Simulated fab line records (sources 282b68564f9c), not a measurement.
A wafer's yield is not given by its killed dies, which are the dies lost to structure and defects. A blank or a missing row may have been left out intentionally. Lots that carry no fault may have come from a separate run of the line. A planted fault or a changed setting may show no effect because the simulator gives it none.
fab line records | flow rit_cmos | part 2 of 2: steps 26 to 26 of 26
record lots=5 | wafers=23
route steps=202 shown ACTIVE@4 FOX2@23 NWELL@29 PWELL@47 PRETRO@66 GATE@77 NLDD@111 PLDD@121 M1@202
start_h: the number of hours between the record's first day and the start of the first shown wafer of the lot | wait_h: hours from the lot's prior step to this one | " the same as in the row above | L1.1+2: several wafers, shown together as one row | - no value, or no start was given | * or withheld: withheld | < > ~ a bound
route shown NAME@n: a module of which the file shows steps, and the number in the route of the first | usual: mean/standard deviation of fault-free wafers | same: alike in all rows | chamber/n: place in a boat | sites: readings site by site | _std_site: the standard deviation of these | _edge_site: mean of outer sites minus mean of inner sites | radius_mm: how far each site lies from the wafer's centre | mask NAME#n: copy n | behind: tool/chamber where the wafer was last shaped | hold: why the lot went on hold/how many hours it stayed there/how the hold came to an end | device: whichever transistor did not switch (one of n, p or np) | end of line: tests of these same wafers at the route's end | where a step has no rows: the recipe by itself | killed: count of dies lost to structure and defects at first sort (not the wafer's yield) | map: the dies of a wafer, with x for killed, . for not killed, _ for no die there
set.NAME: the run value of the setting; set.NAME@STEP: its run value at that earlier step | model.NAME: the simulator's own value behind a step, which no gauge read
one table per step and one row per wafer, for lots whose settings were changed on purpose
## steps
# step RIT_M1_PROBE_99
# usual killed_at_M0_to_M3=0.0/0.12 | killed_at_contacts=0.1/0.38 | killed_at_front_end=6.1/2.8 | killed_dies=6.3/2.8 | killed_open=3.2/2 | killed_short=3.1/1.7
# same gross_dies=264 | killed_at_M4_up=0 | killed_at_back_side=0 | killed_at_other=0
lot.wafer | tool      | chamber | start_h | wait_h | set.dose_cm2@PWELL_IMPLANT_08 | set.time_s@GATE_CVD_08 | set.dose_cm2@NLDD_IMPLANT_08 | killed_at_M0_to_M3 | killed_at_contacts | killed_at_front_end | killed_dies | killed_open | killed_short | model.etest.nldd.rs_ohm_sq | model.etest.nplus_sal.width_nm | model.etest.pplus_sal.width_nm | model.etest.pwell_pinched.rs_ohm_sq
L077.1    | prober-02 | -       | 77.10   | 0.1    | 7e+13                         | 2220                   | 5e+14                        | 0                  | 1                  | 13                  | 14          | 8           | 6            | 380.8                      | 3436                           | 3425                           | 457.5
L077.2    | prober-02 | -       | 77.15   | 0.1    | 7e+13                         | 2220                   | 5e+14                        | 0                  | 0                  | 8                   | 8           | 2           | 6            | 365.3                      | 3408                           | 3431                           | 457.4
L077.3    | prober-02 | -       | 77.20   | 0.2    | 7e+13                         | 2220                   | 5e+14                        | 0                  | 0                  | 8                   | 8           | 5           | 3            | 375                        | 3440                           | 3443                           | 459.8
L081.1    | prober-02 | -       | 99.94   | 0.1    | 7e+13                         | 2220                   | 5e+14                        | 0                  | 0                  | 4                   | 4           | 1           | 3            | 373.6                      | 3427                           | 3421                           | 458.4
L081.2    | prober-02 | -       | 99.99   | 0.1    | 7e+13                         | 2220                   | 5e+14                        | 0                  | 0                  | 6                   | 6           | 3           | 3            | 376.8                      | 3410                           | 3424                           | 451.4
L081.3    | prober-02 | -       | 100.04  | 0.2    | 7e+13                         | 2220                   | 5.331e+14                    | 0                  | 1                  | 8                   | 9           | 7           | 2            | 352.7                      | 3407                           | 3407                           | 446.2
L081.4    | prober-02 | -       | 100.09  | 0.2    | 7e+13                         | 2220                   | 5.331e+14                    | 0                  | 0                  | 8                   | 8           | 3           | 5            | 349.1                      | 3423                           | 3416                           | 454.5
L081.6    | prober-02 | -       | 100.19  | 0.2    | 7e+13                         | 2220                   | 5.331e+14                    | 0                  | 0                  | 8                   | 8           | 4           | 4            | 353.4                      | 3423                           | 3427                           | 460.4
L082.2    | prober-01 | -       | 107.59  | 0.1    | 7e+13                         | 2220                   | 5e+14                        | 0                  | 0                  | 8                   | 8           | 4           | 4            | 380.3                      | 3492                           | 3494                           | 468.9
L082.3    | prober-01 | -       | 107.64  | 0.2    | 7e+13                         | 2220                   | 5e+14                        | 1                  | 0                  | 8                   | 9           | 5           | 4            | 371.7                      | 3466                           | 3475                           | 464.2
L082.4    | prober-01 | -       | 107.69  | 0.2    | 6.536e+13                     | 2220                   | 4.886e+14                    | 0                  | 0                  | 2                   | 2           | 2           | 0            | 378.1                      | 3492                           | 3488                           | 489.9
L082.5    | prober-01 | -       | 107.74  | 0.2    | 6.536e+13                     | 2220                   | 4.886e+14                    | 0                  | 0                  | 5                   | 5           | 1           | 4            | 376.4                      | 3463                           | 3470                           | 482.7
L082.6    | prober-01 | -       | 107.79  | 0.2    | 6.536e+13                     | 2220                   | 4.886e+14                    | 0                  | 0                  | 7                   | 7           | 4           | 3            | 376.4                      | 3470                           | 3467                           | 493.9
L083.1    | prober-02 | -       | 112.27  | 0.1    | 6.696e+13                     | 2220                   | 5e+14                        | 0                  | 0                  | 3                   | 3           | 2           | 1            | 389.1                      | 3429                           | 3437                           | 476
L083.3    | prober-02 | -       | 112.37  | 0.2    | 7e+13                         | 2220                   | 5.185e+14                    | 0                  | 0                  | 2                   | 2           | 1           | 1            | 377.5                      | 3431                           | 3428                           | 459.3
L083.4    | prober-02 | -       | 112.42  | 0.2    | 7e+13                         | 2220                   | 5.185e+14                    | 0                  | 0                  | 4                   | 4           | 2           | 2            | 381.3                      | 3427                           | 3450                           | 463.9
L083.5    | prober-02 | -       | 112.47  | 0.2    | 6.696e+13                     | 2220                   | 5e+14                        | 0                  | 0                  | 5                   | 5           | 1           | 4            | 389.7                      | 3441                           | 3451                           | 473
L083.6    | prober-02 | -       | 112.52  | 0.2    | 7e+13                         | 2220                   | 5e+14                        | 0                  | 0                  | 3                   | 3           | 2           | 1            | 390.4                      | 3439                           | 3428                           | 460.9
L084.1    | prober-01 | -       | 118.21  | 0.1    | 7e+13                         | 2129                   | 5e+14                        | 0                  | 0                  | 262                 | 262         | 3           | 3            | -                          | -                              | -                              | -
L084.2    | prober-01 | -       | 118.26  | 0.1    | 7e+13                         | 2129                   | 5e+14                        | 0                  | 0                  | 252                 | 252         | 1           | 3            | -                          | -                              | -                              | -
L084.3    | prober-01 | -       | 118.31  | 0.2    | 7e+13                         | 2129                   | 5e+14                        | 0                  | 0                  | 264                 | 264         | 2           | 5            | 398.1                      | 3987                           | 3974                           | 460.7
L084.5    | prober-01 | -       | 118.41  | 0.2    | 7e+13                         | 2129                   | 5e+14                        | 0                  | 0                  | 264                 | 264         | 1           | 2            | -                          | -                              | -                              | -
L084.6    | prober-01 | -       | 118.46  | 0.2    | 7e+13                         | 2129                   | 5e+14                        | 0                  | 0                  | 264                 | 264         | 4           | 3            | -                          | -                              | -                              | -
# killed by level:class
L077.1 GATE:geometric_particle:open=3 SPACER:geometric_particle:short=3 GATE:geometric_particle:short=2 FOX1:geometric_particle:open=1 FOX1:geometric_particle:short=1 FOX2:geometric_particle:open=1 REOX:geometric_particle:open=1 SILICIDE:geometric_particle:open=1
L077.2 FOX1:geometric_particle:short=2 FOX1:geometric_particle:open=1 FOX2:geometric_particle:short=1 REOX:geometric_particle:open=1 REOX:geometric_particle:short=1 SPACER:geometric_particle:short=1 SILICIDE:geometric_particle:short=1
L077.3 GATE:geometric_particle:open=2 GATE:geometric_particle:short=1 REOX:geometric_particle:open=1 REOX:geometric_particle:short=1 SPACER:geometric_particle:short=1 SPACER:geometric_particle:open=1 SILICIDE:geometric_particle:open=1
L081.1 SILICIDE:geometric_particle:short=2 GATE:geometric_particle:short=1 SPACER:geometric_particle:open=1
L081.2 GATE:geometric_particle:open=2 FOX1:geometric_particle:short=1 GATE:geometric_particle:short=1 REOX:geometric_particle:open=1 SPACER:geometric_particle:short=1
L081.3 GATE:geometric_particle:open=2 FOX1:geometric_particle:open=1 FOX2:geometric_particle:open=1 REOX:geometric_particle:short=1 REOX:geometric_particle:open=1 SPACER:geometric_particle:open=1 SPACER:geometric_particle:short=1 CONTACT:geometric_particle:open=1
L081.4 GATE:geometric_particle:short=4 FOX1:geometric_particle:open=1 GATE:geometric_particle:open=1 REOX:geometric_particle:short=1 SPACER:geometric_particle:open=1
L081.6 GATE:geometric_particle:open=3 SPACER:geometric_particle:short=2 ACTIVE:geometric_particle:short=1 SILICIDE:geometric_particle:open=1 SILICIDE:geometric_particle:short=1
L082.2 GATE:geometric_particle:short=2 SILICIDE:geometric_particle:open=2 FOX2:geometric_particle:short=1 GATE:geometric_particle:open=1 SPACER:geometric_particle:short=1 SPACER:geometric_particle:open=1
L082.3 FOX1:geometric_particle:open=2 FOX1:geometric_particle:short=1 FOX2:geometric_particle:short=1 FOX2:geometric_particle:open=1 GATE:geometric_particle:short=1 SPACER:geometric_particle:open=1 SPACER:geometric_particle:short=1 M1:geometric_particle:open=1
L082.4 GATE:geometric_particle:open=2
L082.5 FOX1:geometric_particle:short=2 GATE:geometric_particle:open=1 GATE:geometric_particle:short=1 REOX:geometric_particle:short=1
L082.6 FOX2:geometric_particle:open=2 FOX1:geometric_particle:short=1 FOX2:geometric_particle:short=1 GATE:geometric_particle:open=1 GATE:geometric_particle:short=1 REOX:geometric_particle:open=1
L083.1 SPACER:geometric_particle:open=2 GATE:geometric_particle:short=1
L083.3 GATE:geometric_particle:open=1 GATE:geometric_particle:short=1
L083.4 FOX1:geometric_particle:short=1 FOX2:geometric_particle:open=1 GATE:geometric_particle:short=1 GATE:geometric_particle:open=1
L083.5 GATE:geometric_particle:short=3 GATE:geometric_particle:open=1 SPACER:geometric_particle:short=1
L083.6 FOX1:geometric_particle:open=1 SPACER:geometric_particle:short=1 SPACER:geometric_particle:open=1
L084.1 ACTIVE:area_etch=256 GATE:geometric_particle:open=2 FOX1:geometric_particle:short=1 FOX1:geometric_particle:open=1 SPACER:geometric_particle:short=1 SILICIDE:geometric_particle:short=1
L084.2 ACTIVE:area_etch=248 FOX1:geometric_particle:short=1 GATE:geometric_particle:short=1 GATE:geometric_particle:open=1 SILICIDE:geometric_particle:short=1
L084.3 ACTIVE:area_etch=257 GATE:geometric_particle:short=2 FOX2:geometric_particle:open=1 FOX2:geometric_particle:short=1 GATE:geometric_particle:open=1 REOX:geometric_particle:short=1 SILICIDE:geometric_particle:short=1
L084.5 ACTIVE:area_etch=261 FOX1:geometric_particle:short=2 REOX:geometric_particle:open=1
L084.6 ACTIVE:area_etch=257 GATE:geometric_particle:open=3 SILICIDE:geometric_particle:short=2 FOX2:geometric_particle:short=1 SPACER:geometric_particle:open=1
## key
split step=RIT_ACTIVE_CVD_03 | setting=temp_c | stated=810 | by=lot
response step=RIT_ACTIVE_CVD_03 | reading=model.Si3N4_of_ACTIVE_CVD_03.thk_nm | change=+24.5 | per=1% | r=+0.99
response step=RIT_ACTIVE_THK_MEAS_04 | reading=ACTIVE_NITRIDE_THK | change=+24.5 | per=1% | r=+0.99
response step=RIT_ACTIVE_ETCH_13 | reading=oes_product_au | change=+0.0612 | per=1% | r=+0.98
response step=RIT_FOX2_OXIDATION_00 | reading=model.Si3N4_of_ACTIVE_CVD_03.thk_nm | change=+24.6 | per=1% | r=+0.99
split step=RIT_ACTIVE_ETCH_13 | setting=time_s | stated=210 | by=wafer
response none clear
split step=RIT_FOX2_OXIDATION_00 | setting=temp_c | stated=1100 | by=lot
response step=RIT_FOX2_OXIDATION_00 | reading=model.SiO2_of_FOX2_OXIDATION_00.thk_nm | change=+18.5 | per=1% | r=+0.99
response step=RIT_FOX2_THK_MEAS_01 | reading=FOX2_OXIDE_THK | change=+18.5 | per=1% | r=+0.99
response step=RIT_FOX2_THK_MEAS_90 | reading=FIELD_OXIDE_LEFT_1_THK | change=+18.4 | per=1% | r=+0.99
response step=RIT_FOX2_THK_MEAS_91 | reading=FIELD_OXIDE_LEFT_2_THK | change=+18.2 | per=1% | r=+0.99
split step=RIT_NWELL_COAT_01 | setting=resist_thk_nm | stated=1300 | by=wafer
response step=RIT_NWELL_COAT_01 | reading=model.NOVOLAK_of_NWELL_COAT_01.thk_nm | change=+13.4 | per=1% | r=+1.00
response step=RIT_NWELL_HARDBAKE_07 | reading=model.NOVOLAK_of_NWELL_COAT_01.thk_nm | change=+11.6 | per=1% | r=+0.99
split step=RIT_NWELL_HARDBAKE_07 | setting=temp_c | stated=140 | by=wafer
response none clear
split step=RIT_PWELL_IMPLANT_08 | setting=dose_cm2 | stated=7e+13 | by=wafer
response step=RIT_M1_PROBE_99 | reading=model.etest.pwell_pinched.rs_ohm_sq | change=-3.26 | per=1% | r=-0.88
split step=RIT_PRETRO_SOFTBAKE_02 | setting=temp_c | stated=90 | by=wafer
response step=RIT_PRETRO_DEVELOP_05 | reading=model.NOVOLAK_of_PRETRO_COAT_01.thk_nm | change=-3.12 | per=1% | r=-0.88
split step=RIT_PRETRO_IMPLANT_08 | setting=energy_kev | stated=45 | by=wafer
response step=RIT_PRETRO_IMPLANT_08 | reading=model.implant.drp_nm | change=+0.324 | per=1% | r=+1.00
split step=RIT_GATE_CLEAN_02 | setting=time_s | stated=30 | by=lot
response none clear
split step=RIT_GATE_CVD_08 | setting=time_s | stated=2220 | by=lot
response step=RIT_GATE_CVD_08 | reading=model.poly-Si_of_GATE_CVD_08.thk_nm | change=+2.59 | per=1% | r=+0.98
response step=RIT_GATE_THK_MEAS_09 | reading=GATE_POLY_THK | change=+2.61 | per=1% | r=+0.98
response step=RIT_GATE_ETCH_19 | reading=model.GATE.feature_depth_nm | change=+2.59 | per=1% | r=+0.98
response step=RIT_GATE_ETCH_19 | reading=model.etch.depth_nm | change=+2.51 | per=1% | r=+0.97
response step=RIT_M1_PROBE_99 | reading=model.etest.nplus_sal.width_nm | change=-133 | per=1% | r=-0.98
response step=RIT_M1_PROBE_99 | reading=model.etest.pplus_sal.width_nm | change=-129 | per=1% | r=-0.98
split step=RIT_GATE_ETCH_19 | setting=over_etch_frac | stated=0.25 | by=wafer
response none clear
split step=RIT_NLDD_IMPLANT_08 | setting=dose_cm2 | stated=5e+14 | by=wafer
response step=RIT_M1_PROBE_99 | reading=model.etest.nldd.rs_ohm_sq | change=-3.12 | per=1% | r=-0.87
split step=RIT_PLDD_HARDBAKE_07 | setting=temp_c | stated=140 | by=wafer
response step=RIT_PLDD_HARDBAKE_07 | reading=model.NOVOLAK_of_PLDD_COAT_01.thk_nm | change=-2.17 | per=1% | r=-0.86
